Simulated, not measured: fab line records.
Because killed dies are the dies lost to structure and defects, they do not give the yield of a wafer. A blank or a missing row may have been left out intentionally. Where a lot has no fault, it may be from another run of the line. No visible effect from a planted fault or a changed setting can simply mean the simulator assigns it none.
fab line records	flow rit_cmos
[record] lots = 6	wafers = 18	last_day = 8
route steps=202 shown NLDD@110 PLDD@114 SPACER@125 NSD@131 PSD@142 M1@202
lots untouched by any fault: they come from a run of this same line in which no faults occurred
start_h: hours from the record's opening day to when the first of the lot's shown wafers began	wait_h: hours from the lot's prior step to this one	" as in the row above	L1.1+2: a single row standing in for several wafers	- no value, or no start was given	* or withheld: withheld	< > ~ a bound
route shown NAME@n: a module of which the file shows steps, and the number in the route of the first	usual: mean and standard deviation over wafers with no fault	same: alike in all rows	chamber/n: place in a boat	sites: readings site by site	_std_site: the standard deviation of these	_edge_site: outer sites' mean less inner sites'	radius_mm: for every site, how far away it sits from the centre of the wafer	mask NAME#n: copy n	behind: the last tool/chamber to shape the wafer	hold: what put the lot on hold/how long, in hours/how the hold closed	device: names the non-switching transistor (n, p or np)	end of line: the route-end tests of the same wafers	a step with no rows: only its recipe	killed: dies lost to structure and defects at the first sort, not the wafer's yield	map: the dies of a wafer, with x for killed, . for not killed, _ for no die there
set.NAME: the run value of the setting; set.NAME@STEP: its run value at that earlier step	model.NAME: the simulator's own value behind a step, which no gauge read
lots at selected steps of the route; one table per step, one row per wafer
services: a tool's chamber out of use, with start hour (start_h, from the record's first day; less than 0 if before it), hours out, and reason
[[steps]]
[step RIT_NLDD_HARDBAKE_07]
[recipe] resist = NOVOLAK	temp_c = 140	time_s = 60
[step RIT_NLDD_IMPLANT_08]
[recipe] species = P	energy_kev = 20	dose_cm2 = 5e+14	tilt_deg = 7
[step RIT_NLDD_STRIP_09]
[recipe] chemistry = O2	time_s = 180	resist = NOVOLAK	platen_temp_c = withheld	power_w = 500	pressure_mtorr = 4000	o2_flow_sccm = 4000
[usual] drypump_motor_current_A = 5.8/0.75	o2_flow_sccm = 3999/12
lot.wafer	tool	chamber	start_h	wait_h	drypump_motor_current_A	o2_flow_sccm	rf_hours_counter_h
L503.1	plasma_asher-02	1	53.89	0.1	5.2	4002	43
L503.3	"	1	"	"	5.2	4027	-
L503.5	"	1	"	"	5.2	4011	-
L504.1	plasma_asher-04	0	59.98	0.1	6.7	3999	38
L504.3	"	1	"	"	6.6	3980	-
L504.5	"	1	"	"	6.6	3989	-
L509.1	plasma_asher-02	0	99.58	0.1	5.4	4015	47
L509.2	"	1	"	"	5.2	4010	47
L509.4	"	1	"	"	5.2	3977	-
L510.4	plasma_asher-02	1	103.44	0.1	5.2	3985	-
L510.5	"	0	"	"	5.4	4002	-
L510.6	"	1	"	"	5.2	3963	-
L522.1	plasma_asher-03	1	153.54	0.2	4.9	3995	36
L522.5	"	0	"	"	6.4	3996	-
L522.6	"	1	"	"	4.9	3988	-
L525.1	plasma_asher-02	1	166.76	0.1	5.2	4004	55
L525.3	"	1	"	"	5.2	4005	-
L525.6	"	0	"	"	5.4	4001	-
[step RIT_NLDD_TW_MEAS_10]
[usual] NLDD_TW = 2488/24
lot.wafer	tool	chamber	start_h	wait_h	NLDD_TW
L503.1	film_metro-01	-	54.07	0.1	2498
L503.3	"	-	"	"	2505
L503.5	"	-	"	"	2502
L504.1	film_metro-01	-	60.16	0.1	2516
L504.3	"	-	"	"	2510
L504.5	"	-	"	"	2519
L509.1	film_metro-04	-	99.75	0.1	2485
L509.2	"	-	"	"	2487
L509.4	"	-	"	"	2481
L510.4	film_metro-01	-	103.58	0.1	2530
L510.5	"	-	"	"	2533
L510.6	"	-	"	"	2545
L522.1	film_metro-04	-	153.71	0.1	2507
L522.5	"	-	"	"	2487
L522.6	"	-	"	"	2488
L525.1	film_metro-04	-	166.93	0.1	2475
L525.3	"	-	"	"	2492
L525.6	"	-	"	"	2489
[step RIT_PLDD_HMDS_00]
[recipe] prime_time_s = 60	prime_temp_c = 140
[step RIT_PLDD_COAT_01]
[recipe] resist = NOVOLAK	spin_rpm = 3250	resist_thk_nm = 1000
[step RIT_PLDD_SOFTBAKE_02]
[recipe] resist = NOVOLAK	temp_c = 90	time_s = 60
[step RIT_PLDD_EXPOSE_03]
[recipe] mask_id = M8	na = 0.57	target_cd_nm = 40900	dose_mj = 250
[step RIT_PLDD_PEB_04]
[recipe] resist = NOVOLAK	temp_c = withheld	time_s = withheld
[step RIT_PLDD_DEVELOP_05]
[recipe] resist = NOVOLAK	develop_time_s = 50	dev_temp_c = 23
[step RIT_PLDD_OVL_MEAS_06]
[usual] PLDD_OVL = 0.2/1.4
lot.wafer	tool	chamber	start_h	wait_h	PLDD_OVL[nm]
L503.1	overlay-02	-	55.10	-	-0.3
L503.3	"	-	"	"	-3.1
L503.5	"	-	"	"	-0.5
L504.1	overlay-02	-	61.19	-	0.2
L504.3	"	-	"	"	-2.2
L504.5	"	-	"	"	0.7
L509.1	overlay-01	-	100.79	-	2.5
L509.2	"	-	"	"	1.9
L509.4	"	-	"	"	3.1
L510.4	overlay-02	-	104.48	-	1.9
L510.5	"	-	"	"	0.8
L510.6	"	-	"	"	-0.6
L522.1	overlay-02	-	154.75	-	0.7
L522.5	"	-	"	"	-1.2
L522.6	"	-	"	"	0.3
L525.1	overlay-01	-	167.84	-	-0.9
L525.3	"	-	"	"	1.3
L525.6	"	-	"	"	-0.5
[step RIT_PLDD_HARDBAKE_07]
[recipe] resist = NOVOLAK	temp_c = 140	time_s = 60
[step RIT_PLDD_IMPLANT_08]
[recipe] species = BF2	energy_kev = 20	dose_cm2 = 9e+14	tilt_deg = 7
[usual] beam_on_s = 10.00/0.2	faraday_current_uA = 2820/57
lot.wafer	tool	chamber	start_h	wait_h	beam_on_s	faraday_current_uA
L503.1	implanter-03	0	55.29	0.1	9.83	2866
L503.3	"	0	"	"	10.39	2707
L503.5	"	0	"	"	9.71	2906
L504.1	implanter-04	0	61.38	0.1	10.01	2810
L504.3	"	0	"	"	9.85	2852
L504.5	"	0	"	"	9.90	2844
L509.1	implanter-03	0	100.97	0.1	13.97	2023
L509.2	"	0	"	"	14.44	1942
L509.4	"	0	"	"	13.94	2021
L510.4	implanter-03	0	104.73	0.1	14.22	1977
L510.5	"	0	"	"	14.55	1934
L510.6	"	0	"	"	13.51	2076
L522.1	implanter-04	0	154.93	0.1	9.95	2844
L522.5	"	0	"	"	10.12	2791
L522.6	"	0	"	"	9.85	2870
L525.1	implanter-04	0	168.03	0.1	10.38	2727
L525.3	"	0	"	"	10.19	2767
L525.6	"	0	"	"	10.35	2729
[step RIT_PLDD_STRIP_09]
[recipe] chemistry = O2	time_s = 180	resist = NOVOLAK	platen_temp_c = withheld	power_w = 500	pressure_mtorr = 4000	o2_flow_sccm = 4000
[usual] drypump_motor_current_A = 5.4/0.39	o2_flow_sccm = 3999/12
lot.wafer	tool	chamber	start_h	wait_h	drypump_motor_current_A	o2_flow_sccm	rf_hours_counter_h
L503.1	plasma_asher-02	1	55.44	0.1	5.2	3988	43
L503.3	"	1	"	"	5.2	4002	-
L503.5	"	0	"	"	5.4	4004	-
L504.1	plasma_asher-01	0	61.53	0.1	5.5	3997	43
L504.3	"	0	"	"	5.5	3977	-
L504.5	"	0	"	"	5.5	3985	-
L509.1	plasma_asher-01	1	101.12	0.1	5.3	4004	46
L509.2	"	0	"	"	5.5	3995	46
L509.4	"	0	"	"	5.5	3996	-
L510.4	plasma_asher-02	0	104.86	0.1	5.4	3995	-
L510.5	"	0	"	"	5.4	3983	-
L510.6	"	1	"	"	5.2	4002	-
L522.1	plasma_asher-02	0	155.08	0.1	5.4	4010	54
L522.5	"	1	"	"	5.2	4022	-
L522.6	"	0	"	"	5.4	3988	-
L525.1	plasma_asher-03	1	168.18	0.1	4.9	3992	38
L525.3	"	0	"	"	6.4	4030	-
L525.6	"	1	"	"	4.9	3987	-
[step RIT_PLDD_TW_MEAS_10]
[usual] PLDD_TW = 2356/24
lot.wafer	tool	chamber	start_h	wait_h	PLDD_TW
L503.1	film_metro-01	-	55.61	0.1	2377
L503.3	"	-	"	"	2358
L503.5	"	-	"	"	2380
L504.1	film_metro-04	-	61.70	0.1	2358
L504.3	"	-	"	"	2345
L504.5	"	-	"	"	2354
L509.1	film_metro-04	-	101.30	0.1	2542
L509.2	"	-	"	"	2537
L509.4	"	-	"	"	2553
L510.4	film_metro-01	-	105.01	0.1	2607
L510.5	"	-	"	"	2599
L510.6	"	-	"	"	2601
L522.1	film_metro-02	-	155.26	0.1	2329
L522.5	"	-	"	"	2336
L522.6	"	-	"	"	2313
L525.1	film_metro-01	-	168.36	0.1	2397
L525.3	"	-	"	"	2373
L525.6	"	-	"	"	2378
[step RIT_SPACER_CLEAN_00]
[recipe] chemistry = SC1	mix = 3:3:50	time_s = 600	temp_c = 75
[step RIT_SPACER_CLEAN_01]
[recipe] chemistry = dHF	dilution = 50:1	time_s = 30
[step RIT_SPACER_CLEAN_02]
[recipe] chemistry = SC2	mix = 3:3:50	time_s = 600	temp_c = 75	dry = n2_spin
[step RIT_SPACER_CVD_03]
[recipe] material = Si3N4	target_thk_nm = 250	temp_c = 810	precursor = SiH2Cl2/NH3	time_s = 3300	pressure_mtorr = 311.7	sih2cl2_flow_sccm = 60	nh3_flow_sccm = 150
[step RIT_SPACER_THK_MEAS_04]
[recipe] reads = Si3N4_of_SPACER_CVD_03
[usual] SPACER_NITRIDE_THK = 253.3/2.3
lot.wafer	tool	chamber	start_h	wait_h	SPACER_NITRIDE_THK[nm]
L503.1	film_metro-03	-	60.54	0.0	253.7
L503.3	"	-	"	"	253.4
L503.5	"	-	"	"	253.2
L504.1	film_metro-03	-	65.01	0.0	254.3
L504.3	"	-	"	"	252.4
L504.5	"	-	"	"	252.6
L509.1	film_metro-03	-	103.64	0.0	251.2
L509.2	"	-	"	"	251.9
L509.4	"	-	"	"	254.0
L510.4	film_metro-03	-	107.35	0.0	249.5
L510.5	"	-	"	"	248.3
L510.6	"	-	"	"	249.7
L522.1	film_metro-04	-	157.63	0.0	252.1
L522.5	"	-	"	"	250.6
L522.6	"	-	"	"	252.4
L525.1	film_metro-04	-	170.70	0.0	253.0
L525.3	"	-	"	"	253.4
L525.6	"	-	"	"	253.5
[step RIT_SPACER_ETCHBACK_05]
[recipe] target_depth_a = 2500	SF6_flow_sccm = 30	CHF3_flow_sccm = 30	target = Si3N4	chemistry = SF6/CHF3	pressure_mtorr = 40	rf_w = 250	time_s = 240	stop_on = SiO2
[usual] CHF3_flow_sccm = 30.00/0.082	SF6_flow_sccm = 30.01/0.09	drypump_motor_current_A = 5.9/0.42	oes_product_au = 0.856/0.014	rf_fwd_power_W = 249.5/0.76	throttle_valve_pct = 10.31/0.089
lot.wafer	tool	chamber	start_h	wait_h	CHF3_flow_sccm	SF6_flow_sccm	drypump_motor_current_A	oes_product_au	rf_fwd_power_W	rf_hours_counter_h	throttle_valve_pct
L503.1	rie_diel-04	1	60.60	0.1	30.05	29.96	5.2	0.860	249.2	7	10.29
L503.3	"	0	"	"	29.84	30.08	5.1	0.867	250.8	2	10.17
L503.5	"	1	"	"	30.03	30.19	5.2	0.867	249.3	-	10.29
L504.1	rie_diel-01	1	65.07	0.1	30.13	29.96	5.9	0.883	249.8	6	10.39
L504.3	"	0	"	"	29.91	30.02	6.0	0.869	249.1	31	10.24
L504.5	"	2	"	"	29.88	29.91	6.0	0.834	250.1	-	10.29
L509.1	rie_diel-04	1	103.70	0.1	30.05	29.94	5.2	0.856	248.9	7	10.31
L509.2	"	3	"	"	30.00	29.92	6.1	0.825	248.1	101	10.31
L509.4	"	2	"	"	30.00	30.07	6.3	0.852	250.2	82	10.20
L510.4	rie_diel-03	1	107.45	0.1	30.09	29.98	5.6	0.862	249.4	-	10.43
L510.5	"	0	"	"	30.01	30.12	5.9	0.833	249.1	-	10.40
L510.6	"	2	"	"	29.89	30.09	6.3	0.840	249.0	-	10.34
L522.1	rie_diel-01	3	157.69	0.1	29.94	30.01	6.1	0.865	250.5	129	10.40
L522.5	"	2	"	"	30.04	30.09	6.0	0.833	250.1	-	10.28
L522.6	"	3	"	"	30.04	30.06	6.1	0.866	249.8	-	10.40
L525.1	rie_diel-04	0	170.76	0.1	30.00	30.20	5.1	0.858	250.2	4	10.15
L525.3	"	2	"	"	29.92	30.14	6.3	0.862	249.6	83	10.18
L525.6	"	0	"	"	30.07	30.03	5.1	0.858	250.1	-	10.16
[step RIT_NSD_HMDS_00]
[recipe] prime_time_s = 60	prime_temp_c = 140
[step RIT_NSD_COAT_01]
[recipe] resist = NOVOLAK	spin_rpm = 3250	resist_thk_nm = 1000
[step RIT_NSD_SOFTBAKE_02]
[recipe] resist = NOVOLAK	temp_c = 90	time_s = 60
[step RIT_NSD_EXPOSE_03]
[recipe] mask_id = M9	na = 0.57	target_cd_nm = 40700	dose_mj = 250
[step RIT_NSD_PEB_04]
[recipe] resist = NOVOLAK	temp_c = withheld	time_s = withheld
[step RIT_NSD_DEVELOP_05]
[recipe] resist = NOVOLAK	develop_time_s = 50	dev_temp_c = 23
[step RIT_NSD_OVL_MEAS_06]
[usual] NSD_OVL = -0.1/1.5
lot.wafer	tool	chamber	start_h	wait_h	NSD_OVL[nm]
L503.1	overlay-01	-	61.73	-	-0.6
L503.3	"	-	"	"	2.5
L503.5	"	-	"	"	-0.1
L504.1	overlay-01	-	66.07	-	0.6
L504.3	"	-	"	"	-0.8
L504.5	"	-	"	"	0.9
L509.1	overlay-01	-	104.70	-	2.0
L509.2	"	-	"	"	3.1
L509.4	"	-	"	"	1.5
L510.4	overlay-02	-	108.52	-	-1.5
L510.5	"	-	"	"	-1.6
L510.6	"	-	"	"	-1.8
L522.1	overlay-02	-	158.82	-	-0.8
L522.5	"	-	"	"	-0.9
L522.6	"	-	"	"	-0.5
L525.1	overlay-01	-	171.76	-	-0.5
L525.3	"	-	"	"	0.0
L525.6	"	-	"	"	-0.5
[step RIT_NSD_HARDBAKE_07]
[recipe] resist = NOVOLAK	temp_c = 140	time_s = 60
[step RIT_NSD_IMPLANT_08]
[recipe] species = P	energy_kev = 25	dose_cm2 = 1e+15	tilt_deg = 7
[step RIT_NSD_STRIP_09]
[recipe] chemistry = O2	time_s = 180	resist = NOVOLAK	platen_temp_c = withheld	power_w = 500	pressure_mtorr = 4000	o2_flow_sccm = 4000
[usual] drypump_motor_current_A = 5.6/0.55	o2_flow_sccm = 3997/12
lot.wafer	tool	chamber	start_h	wait_h	drypump_motor_current_A	o2_flow_sccm	rf_hours_counter_h
L503.1	plasma_asher-04	1	62.06	0.1	6.6	3984	38
L503.3	"	1	"	"	6.6	3991	-
L503.5	"	0	"	"	6.8	4002	-
L504.1	plasma_asher-01	1	66.40	0.1	5.3	3991	44
L504.3	"	1	"	"	5.3	3995	-
L504.5	"	0	"	"	5.5	4016	-
L509.1	plasma_asher-04	0	105.04	0.1	6.7	4002	41
L509.2	"	1	"	"	6.6	4006	41
L509.4	"	1	"	"	6.6	4015	-
L510.4	plasma_asher-02	1	108.90	0.1	5.2	3978	-
L510.5	"	1	"	"	5.2	3971	-
L510.6	"	0	"	"	5.4	3989	-
L522.1	plasma_asher-04	0	159.57	0.1	6.7	4011	47
L522.5	"	0	"	"	6.7	4014	-
L522.6	"	1	"	"	6.6	3995	-
L525.1	plasma_asher-02	0	172.09	0.1	5.4	3992	56
L525.3	"	1	"	"	5.2	3996	-
L525.6	"	0	"	"	5.4	3997	-
[step RIT_NSD_TW_MEAS_10]
[usual] NSD_TW = 3123/32
lot.wafer	tool	chamber	start_h	wait_h	NSD_TW
L503.1	film_metro-02	-	62.24	0.1	3066
L503.3	"	-	"	"	3088
L503.5	"	-	"	"	3069
L504.1	film_metro-01	-	66.58	0.1	3157
L504.3	"	-	"	"	3155
L504.5	"	-	"	"	3157
L509.1	film_metro-02	-	105.21	0.1	3073
L509.2	"	-	"	"	3104
L509.4	"	-	"	"	3094
L510.4	film_metro-04	-	109.04	0.1	3091
L510.5	"	-	"	"	3095
L510.6	"	-	"	"	3093
L522.1	film_metro-04	-	159.74	0.1	3114
L522.5	"	-	"	"	3125
L522.6	"	-	"	"	3118
L525.1	film_metro-02	-	172.27	0.1	3101
L525.3	"	-	"	"	3095
L525.6	"	-	"	"	3098
[step RIT_PSD_HMDS_00]
[recipe] prime_time_s = 60	prime_temp_c = 140
[step RIT_PSD_COAT_01]
[recipe] resist = NOVOLAK	spin_rpm = 3250	resist_thk_nm = 1000
[step RIT_PSD_SOFTBAKE_02]
[recipe] resist = NOVOLAK	temp_c = 88.96	time_s = 60
[step RIT_PSD_EXPOSE_03]
[recipe] mask_id = M10	na = 0.57	target_cd_nm = 40900	dose_mj = 250
[step RIT_PSD_PEB_04]
[recipe] resist = NOVOLAK	temp_c = withheld	time_s = withheld
[step RIT_PSD_DEVELOP_05]
[recipe] resist = NOVOLAK	develop_time_s = 50	dev_temp_c = 21.79
[step RIT_PSD_OVL_MEAS_06]
[usual] PSD_OVL = -0.1/1.3
lot.wafer	tool	chamber	start_h	wait_h	PSD_OVL[nm]
L503.1	overlay-01	-	63.15	-	0.2
L503.3	"	-	"	"	2.1
L503.5	"	-	"	"	3.8
L504.1	overlay-01	-	67.49	-	-0.7
L504.3	"	-	"	"	-1.8
L504.5	"	-	"	"	0.1
L509.1	overlay-02	-	106.25	-	-0.9
L509.2	"	-	"	"	-1.2
L509.4	"	-	"	"	-2.7
L510.4	overlay-01	-	109.94	-	0.6
L510.5	"	-	"	"	1.0
L510.6	"	-	"	"	-1.4
L522.1	overlay-02	-	161.06	-	0.3
L522.5	"	-	"	"	1.4
L522.6	"	-	"	"	-0.5
L525.1	overlay-02	-	173.18	-	-1.0
L525.3	"	-	"	"	0.0
L525.6	"	-	"	"	-0.6
[step RIT_PSD_HARDBAKE_07]
[recipe] resist = NOVOLAK	temp_c = 140	time_s = 60
[step RIT_PSD_IMPLANT_08]
[recipe] species = BF2	energy_kev = 27	dose_cm2 = 5e+15	tilt_deg = 7
[step RIT_PSD_STRIP_09]
[recipe] chemistry = O2	time_s = 180	resist = NOVOLAK	platen_temp_c = withheld	power_w = 500	pressure_mtorr = 4000	o2_flow_sccm = 4000
[usual] drypump_motor_current_A = 5.9/0.72	o2_flow_sccm = 4001/12
lot.wafer	tool	chamber	start_h	wait_h	drypump_motor_current_A	o2_flow_sccm	rf_hours_counter_h
L503.1	plasma_asher-01	1	63.48	0.1	5.3	3989	43
L503.3	"	0	"	"	5.4	4011	-
L503.5	"	0	"	"	5.5	3997	-
L504.1	plasma_asher-03	1	67.82	0.1	4.9	3990	27
L504.3	"	0	"	"	6.4	4011	-
L504.5	"	0	"	"	6.4	4030	-
L509.1	plasma_asher-03	0	106.59	0.1	6.4	3996	30
L509.2	"	1	"	"	4.9	4001	30
L509.4	"	0	"	"	6.4	4008	-
L510.4	plasma_asher-04	1	110.32	0.1	6.6	4023	-
L510.5	"	1	"	"	6.6	4022	-
L510.6	"	0	"	"	6.7	4012	-
L522.1	plasma_asher-03	1	161.40	0.1	4.9	4008	37
L522.5	"	1	"	"	4.9	4013	-
L522.6	"	0	"	"	6.4	3992	-
L525.1	plasma_asher-04	1	173.52	0.1	6.6	4015	49
L525.3	"	1	"	"	6.6	4019	-
L525.6	"	0	"	"	6.8	4008	-
[step RIT_SDANNEAL_RS_MEAS_06]
[recipe] thk_meas_gauge = four-point-probe
[usual] PLDD_RS = 178.5/0.57
lot.wafer	tool	chamber	start_h	wait_h	PLDD_RS[ohm/sq]
L503.1	film_metro-02	-	64.44	0.1	178.3
L503.3	"	-	"	"	178.3
L503.5	"	-	"	"	178.1
L504.1	film_metro-01	-	68.75	0.1	178.7
L504.3	"	-	"	"	178.6
L504.5	"	-	"	"	178.5
L509.1	film_metro-04	-	107.49	0.1	160.2
L509.2	"	-	"	"	160.2
L509.4	"	-	"	"	160.2
L510.4	film_metro-01	-	111.22	0.1	158.7
L510.5	"	-	"	"	159.2
L510.6	"	-	"	"	159.5
L522.1	film_metro-02	-	162.30	0.1	178.5
L522.5	"	-	"	"	178.7
L522.6	"	-	"	"	178.7
L525.1	film_metro-02	-	174.42	0.1	178.2
L525.3	"	-	"	"	178.0
L525.6	"	-	"	"	177.5
[step RIT_M1_PROBE_99]
[usual] killed_at_M0_to_M3 = 0.0/0.14	killed_at_front_end = 7/3.1	killed_dies = 7/3.1	killed_open = 3.4/1.9	killed_short = 3.6/2.1
[same] gross_dies = 264	killed_at_M4_up = 0	killed_at_back_side = 0	killed_at_contacts = 0	killed_at_other = 0
lot.wafer	tool	chamber	start_h	wait_h	killed_at_M0_to_M3	killed_at_front_end	killed_dies	killed_open	killed_short	model.etest.pmos_0p15.r_on_ohm_um	model.etest.pmos_turned.r_on_ohm_um	model.etest.nmos_0p15.r_on_ohm_um	model.etest.pldd.rs_ohm_sq	model.etest.nmos_0p15.drive_ua_um	model.etest.nmos_0p3.r_on_ohm_um	model.etest.pmos_0p15.drive_ua_um	model.etest.npoly_line.line_ohm_um
L503.1	prober-02	-	71.53	0.1	0	13	13	7	6	2814	3463	1143	490.8	463.2	2174	250.2	163.9
L503.3	prober-02	-	71.63	0.2	0	2	2	1	1	2802	3500	1150	492.4	462.2	2192	248.9	162.3
L503.5	prober-02	-	71.73	0.2	0	7	7	4	3	2748	3416	1123	476.2	469.4	2162	254.1	163.5
L504.1	prober-01	-	75.89	0.1	0	10	10	5	5	2732	3445	1134	479.6	468.4	2132	260.3	163.2
L504.3	prober-01	-	75.99	0.2	0	5	5	3	2	2795	3525	1147	482	463.1	2158	253.6	163.9
L504.5	prober-01	-	76.09	0.2	0	4	4	4	0	2811	3523	1168	478.3	456.1	2154	249	157.3
L509.1	prober-02	-	114.93	0.1	0	1	1	1	0	3312	3988	1348	408.5	381.7	2286	207.2	128.3
L509.2	prober-02	-	114.98	0.1	0	7	7	5	2	3328	3995	1339	408.7	374.9	2291	206.3	128.2
L509.4	prober-02	-	115.08	0.2	1	8	9	6	2	3285	3955	1304	398.4	382.1	2264	207.8	131.2
L510.4	prober-01	-	118.94	0.2	0	2	2	1	1	3016	3652	1262	374.5	401.3	2223	225.8	135.6
L510.5	prober-01	-	118.99	0.2	0	4	4	3	1	3015	3656	1284	366	397.8	2192	228.6	132.9
L510.6	prober-01	-	119.04	0.2	0	1	1	1	0	2981	3598	1248	362	419.3	2229	231.3	138.6
L522.1	prober-02	-	169.74	0.1	0	4	4	3	1	2691	3325	1138	451.4	460.6	2127	263.4	159.8
L522.5	prober-02	-	169.94	0.2	0	5	5	3	2	2664	3300	1105	458.8	477.6	2084	267.5	160.7
L522.6	prober-02	-	169.99	0.2	0	6	6	4	2	2707	3338	1139	464.7	470.3	2138	261.2	164.8
L525.1	prober-02	-	181.65	0.1	0	5	5	1	4	2762	3490	1164	532.7	479	2154	259.5	172.1
L525.3	prober-02	-	181.75	0.2	0	5	5	2	3	2712	3406	1121	502.5	480.1	2127	261.8	169
L525.6	prober-02	-	181.90	0.2	0	10	10	6	4	2782	3492	1154	534.1	480.1	2154	257	174.3
// killed by level:class
L503.1 FOX2:geometric_particle:open=3 FOX2:geometric_particle:short=3 GATE:geometric_particle:open=3 SILICIDE:geometric_particle:short=2 GATE:geometric_particle:short=1 REOX:geometric_particle:open=1
L503.3 GATE:geometric_particle:open=1 SILICIDE:geometric_particle:short=1
L503.5 FOX2:geometric_particle:open=3 FOX2:geometric_particle:short=1 REOX:geometric_particle:open=1 SPACER:geometric_particle:short=1 SILICIDE:geometric_particle:short=1
L504.1 GATE:geometric_particle:short=4 GATE:geometric_particle:open=3 FOX2:geometric_particle:open=1 SPACER:geometric_particle:short=1 SILICIDE:geometric_particle:open=1
L504.3 REOX:geometric_particle:open=2 FOX2:geometric_particle:short=1 SPACER:geometric_particle:short=1 SPACER:geometric_particle:open=1
L504.5 FOX1:geometric_particle:open=2 GATE:geometric_particle:open=2
L509.1 SILICIDE:geometric_particle:open=1
L509.2 FOX2:geometric_particle:open=2 ACTIVE:geometric_particle:open=1 FOX1:geometric_particle:short=1 FOX1:geometric_particle:open=1 GATE:geometric_particle:short=1 SPACER:geometric_particle:open=1
L509.4 FOX1:geometric_particle:open=4 FOX1:geometric_particle:short=1 FOX2:geometric_particle:open=1 GATE:geometric_particle:open=1 SILICIDE:geometric_particle:short=1 M1:coat_microbubble_printed=1
L510.4 GATE:geometric_particle:short=1 SILICIDE:geometric_particle:open=1
L510.5 REOX:geometric_particle:open=2 REOX:geometric_particle:short=1 SILICIDE:geometric_particle:open=1
L510.6 REOX:geometric_particle:open=1
L522.1 FOX2:geometric_particle:open=2 FOX2:geometric_particle:short=1 SILICIDE:geometric_particle:open=1
L522.5 SPACER:geometric_particle:open=2 GATE:geometric_particle:open=1 GATE:geometric_particle:short=1 REOX:geometric_particle:short=1
L522.6 FOX2:geometric_particle:open=2 FOX1:geometric_particle:open=1 FOX2:geometric_particle:short=1 SILICIDE:geometric_particle:short=1 SILICIDE:geometric_particle:open=1
L525.1 GATE:geometric_particle:short=2 SILICIDE:geometric_particle:short=2 FOX1:geometric_particle:open=1
L525.3 GATE:geometric_particle:short=2 GATE:geometric_particle:open=1 REOX:geometric_particle:open=1 SILICIDE:geometric_particle:short=1
L525.6 GATE:geometric_particle:open=3 SILICIDE:geometric_particle:short=3 FOX1:geometric_particle:open=2 FOX2:geometric_particle:open=1 GATE:geometric_particle:short=1
[[services]]
tool	chamber	start_h	hours	kind
implanter-04	-	35.60	1.4	repair
rie_diel-04	-	39.98	0.3	repair
implanter-03	-	58.75	2.7	repair
implanter-04	-	63.75	2.0	pm
rie_diel-01	1	77.86	14.2	repair
rie_diel-03	3	104.68	-	clean
rie_diel-03	3	104.68	14.0	scheduled_down
rie_diel-03	3	104.68	14.0	vent_cycle
rie_diel-04	1	105.06	19.3	repair
plasma_asher-01	-	108.75	9.0	pm
plasma_asher-01	0	108.75	9.0	vent_cycle
plasma_asher-01	1	108.75	9.0	vent_cycle
implanter-03	-	112.33	4.3	pm
rie_diel-04	-	112.98	0.6	repair
plasma_asher-01	0	117.75	-	clean
plasma_asher-01	1	117.75	-	clean
rie_diel-04	2	120.54	1.5	repair
plasma_asher-04	-	121.84	3.7	pm
rie_diel-01	2	142.01	5.6	repair
plasma_asher-02	-	145.29	0.8	repair
rie_diel-04	2	147.35	6.5	repair
plasma_asher-03	-	151.56	1.9	repair
rie_diel-04	1	168.29	6.2	repair
plasma_asher-03	-	172.27	2.8	pm
[[key]]
[first_sign] step = RIT_PLDD_IMPLANT_08	reading = beam_on_s	direction = up	sigmas = 20	usual = 10.00	struck = 14.10
[effect] step = RIT_PLDD_IMPLANT_08	reading = faraday_current_uA	direction = down	sigmas = 15	usual = 2820	struck = 1995
[effect] step = RIT_PLDD_TW_MEAS_10	reading = PLDD_TW	direction = up	sigmas = 9.2	usual = 2356	struck = 2573
[effect] step = RIT_SDANNEAL_RS_MEAS_06	reading = PLDD_RS	direction = down	sigmas = 33	usual = 178.5	struck = 159.7
[model_effect] step = RIT_M1_PROBE_99	value = etest.pmos_0p15.r_on_ohm_um	without = 2743	struck = 3156
met_at RIT_PLDD_IMPLANT_08
struck_wafers L509.1,L509.2,L509.4,L510.4,L510.5,L510.6
tester_left_out L509,L510
onset_between 55.29 100.97
[fault] kind = process_parameter_drift	tool = implanter-03	chamber = -	onset_h = 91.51	steps = RIT_PLDD_IMPLANT_08	channel = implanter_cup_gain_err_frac	offset = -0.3	shape = step	end_h = 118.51
// tester_left_out: of these lots the tester's yield and bins aren't shown, on N5 and GAA mostly nor the transistor test; their killed dies are dies lost to structure and defects alone, not to doping, threshold or leakage, so they don't give the yield
